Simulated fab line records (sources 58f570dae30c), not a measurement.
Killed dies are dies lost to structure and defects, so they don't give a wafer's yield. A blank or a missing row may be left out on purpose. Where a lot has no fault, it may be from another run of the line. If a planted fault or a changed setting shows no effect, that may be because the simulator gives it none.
fab line records -- flow berkeley_cmos170
record: lots: 14, wafers: 42, last_day: 13
route steps=331 shown PWELL@49 CONTACT@235 V2@305 M3@328
lots that met no fault: from a run of the same line without faults
start_h: hours from the record's opening day to when the first of the lot's shown wafers began -- wait_h: hours elapsed since this lot's preceding step -- " same as the row above -- L1.1+2: a row that stands for several wafers -- - no value, or no start was given -- * or withheld: withheld -- < > ~ a bound
route shown NAME@n: names a module that has steps shown in the file, with the first one's number in the route -- usual: mean/standard deviation taken from wafers without a fault -- same: alike in all rows -- chamber/n: place in a boat -- sites: per-site readings -- _std_site: their standard deviation -- _edge_site: the outer-site mean with the inner-site mean subtracted -- radius_mm: for every site, how far away it sits from the centre of the wafer -- mask NAME#n: copy n -- behind: the last tool/chamber to shape the wafer -- hold: reason for holding the lot/hours on hold/outcome of the hold -- device: transistor that didn't switch, given as n, p or np -- end of line: tests run on the same wafers once the route is complete -- a step with no rows: only its recipe -- killed: dies that structure and defects cost at the first sort, which is not the same as the wafer's yield -- map: a wafer's dies, marking killed ones x, the rest . and places with no die _
set.NAME: the setting as run; set.NAME@STEP: as run at that earlier step -- model.NAME: the simulator's own value behind a step, which no gauge read
a sample of lots followed through the steps of the route, with each step as a table and each wafer as a row
services: when a tool's chamber went out of use (start_h, in hours from the record's first day, below 0 if earlier), for how many hours, and the reason
== steps ==
step: UCB170_PWELL_IMPLANT_15
recipe: species: B, dose_cm2: 5e+12, energy_kev: 60, tilt_deg: 7
usual: beam_on_s: 9.99/0.2, faraday_current_uA: 15.9/0.31
lot.wafer,tool,chamber,start_h,wait_h,beam_on_s,faraday_current_uA
L313.4,implanter-02,0,58.26,0.1,10.14,15.6
L313.5,implanter-02,0,58.26,0.1,9.93,16.1
L313.6,implanter-02,0,58.26,0.1,10.29,15.4
L314.1,implanter-01,0,68.29,0.1,9.93,16.0
L314.4,implanter-01,0,68.29,0.1,9.83,16.1
L314.6,implanter-01,0,68.29,0.1,9.80,16.1
L316.2,implanter-04,0,78.22,0.1,9.92,15.9
L316.4,implanter-04,0,78.22,0.1,9.88,16.0
L316.5,implanter-04,0,78.22,0.1,10.15,15.6
L317.1,implanter-02,0,78.47,0.1,10.15,15.7
L317.4,implanter-02,0,78.47,0.1,10.21,15.5
L317.6,implanter-02,0,78.47,0.1,9.75,16.3
L319.2,implanter-04,0,86.99,0.1,9.96,15.9
L319.5,implanter-04,0,86.99,0.1,9.61,16.5
L319.6,implanter-04,0,86.99,0.1,9.91,16.0
L318.2,implanter-02,0,87.31,0.1,10.07,15.8
L318.5,implanter-02,0,87.31,0.1,10.13,15.6
L318.6,implanter-02,0,87.31,0.1,10.11,15.7
L320.1,implanter-02,0,97.74,0.1,10.02,15.8
L320.2,implanter-02,0,97.74,0.1,10.05,15.7
L320.4,implanter-02,0,97.74,0.1,10.27,15.5
L321.2,implanter-04,0,97.96,0.1,9.93,15.9
L321.4,implanter-04,0,97.96,0.1,10.25,15.4
L321.5,implanter-04,0,97.96,0.1,10.02,15.8
L322.1,implanter-04,0,106.60,0.1,9.85,16.1
L322.4,implanter-04,0,106.60,0.1,10.03,15.7
L322.6,implanter-04,0,106.60,0.1,9.69,16.3
L323.1,implanter-02,0,106.85,0.1,10.46,15.2
L323.4,implanter-02,0,106.85,0.1,9.83,16.1
L323.6,implanter-02,0,106.85,0.1,10.31,15.4
L324.2,implanter-02,0,112.41,0.1,10.08,15.7
L324.5,implanter-02,0,112.41,0.1,9.97,15.9
L324.6,implanter-02,0,112.41,0.1,9.73,16.2
L325.1,implanter-01,0,112.47,0.1,10.08,15.8
L325.3,implanter-01,0,112.47,0.1,9.90,16.1
L325.6,implanter-01,0,112.47,0.1,9.84,16.1
L329.3,implanter-02,0,135.96,0.1,12.35,12.8
L329.4,implanter-02,0,135.96,0.1,12.32,12.8
L329.5,implanter-02,0,135.96,0.1,12.21,13.0
L333.1,implanter-02,0,151.54,0.1,12.16,13.0
L333.2,implanter-02,0,151.54,0.1,12.35,12.9
L333.5,implanter-02,0,151.54,0.1,12.23,13.0
step: UCB170_PWELL_TW_MEAS_17
usual: PWELL_TW: 378.5/2.4
lot.wafer,tool,chamber,start_h,wait_h,PWELL_TW
L313.4,film_metro-04,-,58.47,0.1,373.4
L313.5,film_metro-04,-,58.47,0.1,377.4
L313.6,film_metro-04,-,58.47,0.1,374.7
L314.1,film_metro-03,-,68.54,0.1,379.5
L314.4,film_metro-03,-,68.54,0.1,379.5
L314.6,film_metro-03,-,68.54,0.1,378.8
L316.2,film_metro-03,-,78.45,0.1,376.9
L316.4,film_metro-03,-,78.45,0.1,375.9
L316.5,film_metro-03,-,78.45,0.1,375.7
L317.1,film_metro-01,-,78.72,0.1,380.9
L317.4,film_metro-01,-,78.72,0.1,381.9
L317.6,film_metro-01,-,78.72,0.1,379.8
L319.2,film_metro-01,-,87.22,0.1,380.4
L319.5,film_metro-01,-,87.22,0.1,380.2
L319.6,film_metro-01,-,87.22,0.1,379.7
L318.2,film_metro-03,-,87.55,0.1,378.9
L318.5,film_metro-03,-,87.55,0.1,378.9
L318.6,film_metro-03,-,87.55,0.1,378.6
L320.1,film_metro-04,-,97.99,0.1,375.9
L320.2,film_metro-04,-,97.99,0.1,375.8
L320.4,film_metro-04,-,97.99,0.1,375.5
L321.2,film_metro-01,-,98.19,0.1,381.4
L321.4,film_metro-01,-,98.19,0.1,381.2
L321.5,film_metro-01,-,98.19,0.1,380.7
L322.1,film_metro-04,-,106.85,0.1,376.8
L322.4,film_metro-04,-,106.85,0.1,375.7
L322.6,film_metro-04,-,106.85,0.1,375.8
L323.1,film_metro-04,-,107.10,0.1,377.2
L323.4,film_metro-04,-,107.10,0.1,377.2
L323.6,film_metro-04,-,107.10,0.1,374.3
L324.2,film_metro-03,-,112.65,0.1,378.2
L324.5,film_metro-03,-,112.65,0.1,379.0
L324.6,film_metro-03,-,112.65,0.1,381.2
L325.1,film_metro-03,-,112.72,0.1,378.7
L325.3,film_metro-03,-,112.72,0.1,381.6
L325.6,film_metro-03,-,112.72,0.1,379.4
L329.3,film_metro-03,-,136.18,0.1,406.5
L329.4,film_metro-03,-,136.18,0.1,405.5
L329.5,film_metro-03,-,136.18,0.1,405.3
L333.1,film_metro-04,-,151.79,0.1,399.7
L333.2,film_metro-04,-,151.79,0.1,399.4
L333.5,film_metro-04,-,151.79,0.1,398.1
step: UCB170_CONTACT_STRIP_19
recipe: chemistry: O2, power_w: 400, pressure_mtorr: 3500, platen_temp_c: withheld, o2_flow_sccm: 400, overash_fraction: 0.5
usual: drypump_motor_current_A: 5.8/0.52, oes_product_au: 0.726/0.0045
lot.wafer,tool,chamber,start_h,wait_h,drypump_motor_current_A,oes_product_au,rf_hours_counter_h
L313.4,plasma_asher-01,1,173.02,-,5.5,0.729,-
L313.5,plasma_asher-01,0,173.02,-,6.3,0.719,-
L313.6,plasma_asher-01,1,173.02,-,5.5,0.729,-
L314.1,plasma_asher-04,1,183.46,-,5.0,0.733,44
L314.4,plasma_asher-04,0,183.46,-,6.0,0.723,-
L314.6,plasma_asher-04,1,183.46,-,5.0,0.724,-
L316.2,plasma_asher-03,0,195.56,-,6.5,0.722,9
L316.4,plasma_asher-03,0,195.56,-,6.5,0.730,-
L316.5,plasma_asher-03,0,195.56,-,6.5,0.733,-
L317.1,plasma_asher-04,1,196.10,-,5.0,0.733,45
L317.4,plasma_asher-04,1,196.10,-,5.0,0.725,-
L317.6,plasma_asher-04,1,196.10,-,5.0,0.722,-
L321.2,plasma_asher-01,1,212.08,-,5.5,0.722,44
L321.4,plasma_asher-01,1,212.08,-,5.5,0.732,-
L321.5,plasma_asher-01,1,212.08,-,5.4,0.729,-
L319.2,plasma_asher-04,0,212.35,-,6.1,0.729,47
L319.5,plasma_asher-04,0,212.35,-,6.0,0.729,-
L319.6,plasma_asher-04,1,212.35,-,5.0,0.723,-
L320.1,plasma_asher-01,1,212.46,-,5.5,0.716,44
L320.2,plasma_asher-01,0,212.46,-,6.2,0.736,44
L320.4,plasma_asher-01,1,212.46,-,5.5,0.722,-
L318.2,plasma_asher-03,1,212.68,-,5.7,0.720,11
L318.5,plasma_asher-03,1,212.68,-,5.6,0.730,-
L318.6,plasma_asher-03,0,212.68,-,6.4,0.721,-
L322.1,plasma_asher-04,0,230.82,-,6.0,0.729,48
L322.4,plasma_asher-04,1,230.82,-,5.0,0.730,-
L322.6,plasma_asher-04,0,230.82,-,6.1,0.733,-
L323.1,plasma_asher-04,0,232.91,-,6.0,0.730,49
L323.4,plasma_asher-04,0,232.91,-,6.0,0.720,-
L323.6,plasma_asher-04,1,232.91,-,5.0,0.722,-
L324.2,plasma_asher-03,1,247.90,-,5.6,0.725,14
L324.5,plasma_asher-03,1,247.90,-,5.6,0.727,-
L324.6,plasma_asher-03,0,247.90,-,6.5,0.729,-
L325.1,plasma_asher-01,0,248.52,-,6.3,0.725,46
L325.3,plasma_asher-01,1,248.52,-,5.5,0.727,-
L325.6,plasma_asher-01,1,248.52,-,5.5,0.723,-
L329.3,plasma_asher-04,1,277.55,-,5.0,0.724,-
L329.4,plasma_asher-04,0,277.55,-,6.0,0.733,-
L329.5,plasma_asher-04,1,277.55,-,5.0,0.730,-
L333.1,plasma_asher-04,1,279.09,-,5.0,0.722,54
L333.2,plasma_asher-04,0,279.09,-,6.1,0.727,54
L333.5,plasma_asher-04,1,279.09,-,5.0,0.720,-
step: UCB170_V2_OVL_MEAS_13
usual: V2_OVL: -4/5.5
lot.wafer,tool,chamber,start_h,wait_h,V2_OVL[nm]
L313.4,overlay-01,-,186.10,0.1,-2
L313.5,overlay-01,-,186.10,0.1,-8
L313.6,overlay-01,-,186.10,0.1,-4
L314.1,overlay-01,-,195.32,0.1,-5
L314.4,overlay-01,-,195.32,0.1,-1
L314.6,overlay-01,-,195.32,0.1,1
L316.2,overlay-01,-,208.04,0.1,6
L316.4,overlay-01,-,208.04,0.1,-7
L316.5,overlay-01,-,208.04,0.1,-2
L317.1,overlay-01,-,210.87,0.1,-11
L317.4,overlay-01,-,210.87,0.1,-9
L317.6,overlay-01,-,210.87,0.1,-16
L321.2,overlay-02,-,222.93,0.1,1
L321.4,overlay-02,-,222.93,0.1,-2
L321.5,overlay-02,-,222.93,0.1,-7
L319.2,overlay-01,-,224.28,0.1,-3
L319.5,overlay-01,-,224.28,0.1,-9
L319.6,overlay-01,-,224.28,0.1,-7
L318.2,overlay-01,-,224.52,0.1,1
L318.5,overlay-01,-,224.52,0.1,2
L318.6,overlay-01,-,224.52,0.1,-4
L320.1,overlay-02,-,224.76,0.1,-6
L320.2,overlay-02,-,224.76,0.1,-14
L320.4,overlay-02,-,224.76,0.1,-12
L322.1,overlay-01,-,242.21,0.1,8
L322.4,overlay-01,-,242.21,0.1,5
L322.6,overlay-01,-,242.21,0.1,6
L323.1,overlay-02,-,243.60,0.1,-11
L323.4,overlay-02,-,243.60,0.1,-9
L323.6,overlay-02,-,243.60,0.1,-8
L325.1,overlay-02,-,261.67,0.1,-2
L325.3,overlay-02,-,261.67,0.1,-2
L325.6,overlay-02,-,261.67,0.1,1
L324.2,overlay-02,-,261.95,0.1,-10
L324.5,overlay-02,-,261.95,0.1,-10
L324.6,overlay-02,-,261.95,0.1,-3
L329.3,overlay-01,-,310.48,0.1,-3
L329.4,overlay-01,-,310.48,0.1,-7
L329.5,overlay-01,-,310.48,0.1,-4
L333.1,overlay-01,-,310.53,0.1,-13
L333.2,overlay-01,-,310.53,0.1,-3
L333.5,overlay-01,-,310.53,0.1,-7
step: UCB170_M3_STRIP_19
recipe: chemistry: O2, power_w: 400, pressure_mtorr: 3500, platen_temp_c: withheld, o2_flow_sccm: 400, overash_fraction: 0.5
usual: drypump_motor_current_A: 5.7/0.47, oes_product_au: 0.546/0.025
lot.wafer,tool,chamber,start_h,wait_h,drypump_motor_current_A,oes_product_au,rf_hours_counter_h
L313.4,plasma_asher-01,1,189.15,0.1,5.5,0.525,-
L313.5,plasma_asher-01,0,189.15,0.1,6.2,0.584,-
L313.6,plasma_asher-01,1,189.15,0.1,5.5,0.532,-
L314.1,plasma_asher-02,0,198.23,0.1,5.2,0.538,48
L314.4,plasma_asher-02,1,198.23,0.1,6.1,0.574,-
L314.6,plasma_asher-02,0,198.23,0.1,5.2,0.574,-
L316.2,plasma_asher-02,1,210.75,0.1,6.1,0.579,49
L316.4,plasma_asher-02,1,210.75,0.1,6.1,0.566,-
L316.5,plasma_asher-02,1,210.75,0.1,6.1,0.553,-
L317.1,plasma_asher-02,1,213.71,0.1,6.1,0.565,49
L317.4,plasma_asher-02,0,213.71,0.1,5.2,0.571,-
L317.6,plasma_asher-02,1,213.71,0.1,6.1,0.565,-
L321.2,plasma_asher-04,1,225.85,0.1,5.0,0.558,48
L321.4,plasma_asher-04,0,225.85,0.1,6.0,0.561,-
L321.5,plasma_asher-04,1,225.85,0.1,5.0,0.557,-
L319.2,plasma_asher-04,1,227.65,0.1,5.0,0.516,48
L319.5,plasma_asher-04,1,227.65,0.1,5.0,0.515,-
L319.6,plasma_asher-04,0,227.65,0.1,6.0,0.495,-
L318.2,plasma_asher-02,0,227.81,0.1,5.2,0.578,51
L318.5,plasma_asher-02,1,227.81,0.1,6.1,0.577,-
L318.6,plasma_asher-02,0,227.81,0.1,5.2,0.534,-
L320.1,plasma_asher-04,1,228.02,0.1,5.0,0.555,48
L320.2,plasma_asher-04,0,228.02,0.1,6.1,0.569,48
L320.4,plasma_asher-04,1,228.02,0.1,5.0,0.568,-
L322.1,plasma_asher-04,0,245.05,0.1,6.0,0.554,50
L322.4,plasma_asher-04,1,245.05,0.1,5.0,0.557,-
L322.6,plasma_asher-04,1,245.05,0.1,5.0,0.554,-
L323.1,plasma_asher-01,0,246.45,0.1,6.3,0.523,46
L323.4,plasma_asher-01,0,246.45,0.1,6.3,0.522,-
L323.6,plasma_asher-01,0,246.45,0.1,6.3,0.506,-
L325.1,plasma_asher-01,0,266.62,0.1,6.3,0.576,49
L325.3,plasma_asher-01,0,266.62,0.1,6.2,0.568,-
L325.6,plasma_asher-01,1,266.62,0.1,5.5,0.563,-
L324.2,plasma_asher-04,0,267.62,0.1,6.0,0.533,53
L324.5,plasma_asher-04,1,267.62,0.1,5.0,0.564,-
L324.6,plasma_asher-04,0,267.62,0.1,6.0,0.534,-
L329.3,plasma_asher-02,1,313.96,0.1,6.1,0.554,-
L329.4,plasma_asher-02,0,313.96,0.1,5.2,0.558,-
L329.5,plasma_asher-02,1,313.96,0.1,6.1,0.550,-
L333.1,plasma_asher-02,0,314.09,0.1,5.2,0.572,59
L333.2,plasma_asher-02,1,314.09,0.1,6.0,0.546,59
L333.5,plasma_asher-02,0,314.09,0.1,5.2,0.568,-
== services ==
tool,chamber,start_h,hours,kind
plasma_asher-03,-,42.88,8.2,repair
plasma_asher-03,-,51.05,2.8,pm
implanter-01,-,53.18,1.9,repair
implanter-04,-,55.51,6.3,repair
implanter-04,-,73.03,2.5,pm
plasma_asher-03,-,108.75,9.0,pm
plasma_asher-03,0,108.75,9.0,vent_cycle
plasma_asher-03,1,108.75,9.0,vent_cycle
implanter-01,-,114.79,17.2,pm
plasma_asher-03,0,117.75,-,clean
plasma_asher-03,1,117.75,-,clean
implanter-01,-,132.04,29.9,pm
implanter-02,-,167.90,3.2,repair
plasma_asher-03,-,192.11,1.7,repair
implanter-02,-,206.72,15.5,pm
plasma_asher-01,-,227.22,11.5,repair
implanter-04,-,234.13,15.5,repair
implanter-01,-,234.55,3.9,repair
implanter-02,-,240.48,12.8,repair
implanter-01,-,249.64,7.1,pm
implanter-02,-,250.83,6.7,repair
implanter-02,-,312.10,3.5,pm
== key ==
first_sign: step: UCB170_PWELL_IMPLANT_15, reading: beam_on_s, direction: up, sigmas: 11, usual: 9.99, struck: 12.27
effect: step: UCB170_PWELL_IMPLANT_15, reading: faraday_current_uA, direction: down, sigmas: 9.4, usual: 15.9, struck: 12.9
effect: step: UCB170_PWELL_TW_MEAS_17, reading: PWELL_TW, direction: up, sigmas: 10, usual: 378.5, struck: 402.4
met_at UCB170_PWELL_IMPLANT_15
struck_lots L329,L333
tester_left_out L329,L333
not_acting_at UCB170_CONTACT_STRIP_19,UCB170_V2_OVL_MEAS_13,UCB170_M3_STRIP_19
onset_between 112.41 135.96
fault: kind: process_parameter_drift, tool: implanter-02, chamber: -, onset_h: 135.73, steps: UCB170_PWELL_IMPLANT_15, channel: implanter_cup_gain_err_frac, offset: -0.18, shape: step, end_h: 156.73
tester_left_out: of these lots the tester's yield and bins aren't shown, on N5 and GAA mostly nor the transistor test; their killed dies are dies lost to structure and defects alone, not to doping, threshold or leakage, so they don't give the yield
